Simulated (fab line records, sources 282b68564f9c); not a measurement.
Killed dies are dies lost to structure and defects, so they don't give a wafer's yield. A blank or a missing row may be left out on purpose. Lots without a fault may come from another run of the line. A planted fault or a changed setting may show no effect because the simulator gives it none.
A struck lot beside a sound one | flow rit_cmos | 28 steps out of a route of 202
Sound: wafers L304.1, L304.3, L304.6. Struck: wafers L293.1, L293.3, L293.5. The cause comes at the end.
At each step with rows: each side's tool, then ch and its chambers, then its first start. Under that, the readings that differ: sound wafers | struck wafers | difference of the means | sigmas: that difference in standard deviations of wafers without a fault.
alike: readings whose means differ by less than 2 such deviations, and words and numbers that are the same on both sides. not compared: withheld readings, readings that some wafer has no value for, bounds like >300 that may hide the same value, and numbers for which the record gives no deviation and whose values overlap.
The two part at a step that has a row with sigmas, a row that says differs or no value, or rows on one side only. Numbers that don't overlap but have no deviation are shown without sigmas and don't part them. A reading that every wafer of one side lacks parts them only if that side has two wafers or more.

RIT_SDANNEAL_RTA_03: time 5 s.
  sound on rtp_anneal-02 ch 0, day 5 15:02; struck on rtp_anneal-01 ch 0, day 3 09:49
  alike: ramp_down_c_per_s, wafer_temp_C_max
RIT_SDANNEAL_RS_MEAS_04: measures by four-point-probe.
  sound on film_metro-04, day 5 15:05; struck on film_metro-01, day 3 09:53
  alike: PSD_RS
RIT_SDANNEAL_RS_MEAS_05: measures by four-point-probe.
  sound on film_metro-04, day 5 15:13; struck on film_metro-01, day 3 10:00
  alike: NSD_RS
RIT_SDANNEAL_RS_MEAS_06: measures by four-point-probe.
  sound on film_metro-04, day 5 15:20; struck on film_metro-01, day 3 10:07
  alike: PLDD_RS
RIT_SDANNEAL_RS_MEAS_07: measures by four-point-probe.
  sound on film_metro-04, day 5 15:27; struck on film_metro-01, day 3 10:14
  alike: NLDD_RS
then, 1 step without rows for these wafers: RIT_SILICIDE_WET_ETCH_00 (etches SiO2 in BOE, target depth 14 nm, time 15 s).
RIT_SILICIDE_SPUTTER_01: material Ti, target thk 30 nm, time 240 s.
  sound on pvd_sputter-03, day 5 15:35; struck on pvd_sputter-03, day 3 10:22
  alike: throttle_valve_pct
RIT_SILICIDE_RS_MEAS_02: measures by four-point-probe.
  sound on film_metro-03, day 5 15:44; struck on film_metro-03, day 3 10:31
  alike: SILICIDE_TI_RS
RIT_SILICIDE_THK_MEAS_03: measures by xrf.
  sound on film_metro-03, day 5 15:51; struck on film_metro-03, day 3 10:38
  alike: SILICIDE_TI_THK
RIT_SILICIDE_RTA_04: time 10 s, ramp up 5 s, ramp down 5 s.
  sound on rtp_anneal-01 ch 0, day 5 15:55; struck on rtp_anneal-02 ch 0, day 3 10:42
  alike: wafer_temp_C_max
then, 1 step without rows for these wafers: RIT_SILICIDE_WET_ETCH_05 (etches Ti in SPM, time 120 s).
RIT_SILICIDE_RTA_06: time 10 s, ramp up 5 s, ramp down 10 s.
  sound on rtp_anneal-02 ch 0, day 5 16:01; struck on rtp_anneal-01 ch 0, day 3 10:49
  alike: wafer_temp_C_max
RIT_CONTACT_CVD_00: deposits SiO2 from TEOS, target thk 400 nm, time 61 s.
  sound on pecvd-03 ch 0,2, day 5 16:05; struck on pecvd-02 ch 0,1,2, day 3 11:10
  alike: heater_power_w
RIT_CONTACT_THK_MEAS_01:
  sound on film_metro-03, day 5 16:08; struck on film_metro-04, day 3 11:13
  reading               | sound       | struck      | difference | sigmas
  CONTACT_TEOS_THK (nm) | 392 387 397 | 784 791 794 | +398       | +81
then, 6 steps without rows for these wafers: RIT_CONTACT_HMDS_02 (prime time 60 s); RIT_CONTACT_COAT_03 (resist thk 982.9 nm); RIT_CONTACT_SOFTBAKE_04 (time 60 s); RIT_CONTACT_EXPOSE_05 (exposes mask M11, target cd 1000 nm); RIT_CONTACT_PEB_06; RIT_CONTACT_DEVELOP_07 (develop time 120 s).
RIT_CONTACT_CD_MEAS_08: target cd 1000 nm.
  sound on cd_sem-02, day 5 17:10; struck on cd_sem-02, day 3 12:14
  alike: cd_nm
RIT_CONTACT_OVL_MEAS_09:
  sound on overlay-01, day 5 17:17; struck on overlay-02, day 3 12:21
  alike: CONTACT_OVL
then, 1 step without rows for these wafers: RIT_CONTACT_HARDBAKE_10 (time 60 s).
RIT_CONTACT_ETCH_11: etches SiO2 in CHF3/CF4/Ar, stops on TiSi2, target depth 480 nm, time 320 s.
  sound on rie_diel-02 ch 0,2, day 5 17:29; struck on rie_diel-02 ch 2,3, day 3 12:44
  reading                             | sound             | struck            | difference | sigmas
  oes_product_au (a.u.)               | 0.965 0.993 0.963 | 1.001 1.024 1.022 | +0.042     | +2
  model.CONTACT.feature_depth_nm (nm) | 392.2 387.2 396.8 | 489.4 489.9 491.2 | +98.1      |
  model.etch.depth_nm (nm)            | 392.2 387.2 396.8 | 489.4 489.9 491.2 | +98.1      |
  alike: drypump_motor_current_A, throttle_valve_pct
  not compared: rf_hours_counter_h
RIT_CONTACT_STRIP_12: strips in O2, time 180 s.
  sound on plasma_asher-01 ch 0,1, day 5 17:41; struck on plasma_asher-02 ch 0,1, day 3 12:55
  alike: drypump_motor_current_A
  not compared: rf_hours_counter_h
RIT_CONTACT_CD_MEAS_90: target cd 1000 nm.
  sound on cd_sem-01, day 5 17:52; struck on cd_sem-01, day 3 13:06
  alike: cd_nm
RIT_CONTACT_CLEAN_13: cleans in SC1, time 600 s.
  sound on wet_bench-04 ch 2, day 5 17:59; struck on wet_bench-02 ch 1, day 3 13:21
  reading                                  | sound             | struck            | difference | sigmas
  model.SiO2_of_CONTACT_CVD_00.thk_nm (nm) | 388.1 383.2 392.8 | 780.4 786.3 789.7 | +397.4     |
  alike: temp_c
then, 1 step without rows for these wafers: RIT_CONTACT_CLEAN_14 (cleans in SC2, time 600 s).

WHERE THEY PART
First at RIT_CONTACT_THK_MEAS_01; last, within this record, at RIT_CONTACT_ETCH_11. Later steps at which nothing parts them and some readings are alike: RIT_CONTACT_STRIP_12, RIT_CONTACT_CD_MEAS_90, RIT_CONTACT_CLEAN_13.

WHY: what the simulator had put in
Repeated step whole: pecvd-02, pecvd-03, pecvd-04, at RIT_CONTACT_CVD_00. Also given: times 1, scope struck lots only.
